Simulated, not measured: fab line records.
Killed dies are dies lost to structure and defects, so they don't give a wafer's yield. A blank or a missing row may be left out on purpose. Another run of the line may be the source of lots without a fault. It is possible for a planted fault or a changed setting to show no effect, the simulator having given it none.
The tool behind it: which one?	flow berkeley-cmos170	route of 331 steps, sampled at 1 step: 14 lots, 42 wafers

WHAT THE GAUGES SHOWED, per wafer
UCB170_CONTACT_OVL_MEAS_16. Usual: CONTACT_OVL 2 nm, standard deviation 4.9.
lot	measured	on	CONTACT_OVL (nm)	flag
L302	day 7 07:55	overlay-02	11 10 8	
L301	day 7 13:10	overlay-01	-2 -3 1	
L303	day 7 13:26	overlay-01	-4 1 -2	
L304	day 7 13:34	overlay-01	-5 0 -1	
L306	day 7 17:38	overlay-02	4 3 8	
L305	day 7 18:30	overlay-02	-6 -3 -1	
L310	day 8 18:26	overlay-01	5 7 7	
L309	day 8 18:42	overlay-02	-2 -6 -6	
L312	day 9 14:58	overlay-01	2 4 1	
L314	day 9 15:41	overlay-02	1 8 9	
L322	day 10 23:30	overlay-01	5 11 7	
L320	day 11 00:23	overlay-02	3 5 3	
L323	day 11 01:47	overlay-01	10 11 9	
L324	day 11 03:30	overlay-02	3 -1 1	

EACH LOT AND THE TOOL THAT RAN IT (in order: tool; ch and the chambers of the sampled wafers; start)
There is no process step in the record ahead of these readings.

WHAT THE TOOLS THEMSELVES READ (means of the sampled wafers that have a number; where no wafer has one, the mark that the record gives instead)
The record holds no such reading with a usual standard deviation.

THE ANSWER, worked out from the rows above alone
Rule: lot off if the mean of its wafers having a number is beyond 3 standard deviations from the usual mean. Also off: a lot with no number at a reading for which 4 or more lots have one. Any other lot the step has rows for is counted as sound. The gauges are gone through in route order, then the tools' own readings, and for those a lot's mean is taken as printed above. The first step at which some lot is off is used, and at that step the reading that is off furthest; a lot without a number counts as furthest.
Nothing can be told from this: no lot is off at any reading shown.

WHAT THE SIMULATOR HAD PUT IN
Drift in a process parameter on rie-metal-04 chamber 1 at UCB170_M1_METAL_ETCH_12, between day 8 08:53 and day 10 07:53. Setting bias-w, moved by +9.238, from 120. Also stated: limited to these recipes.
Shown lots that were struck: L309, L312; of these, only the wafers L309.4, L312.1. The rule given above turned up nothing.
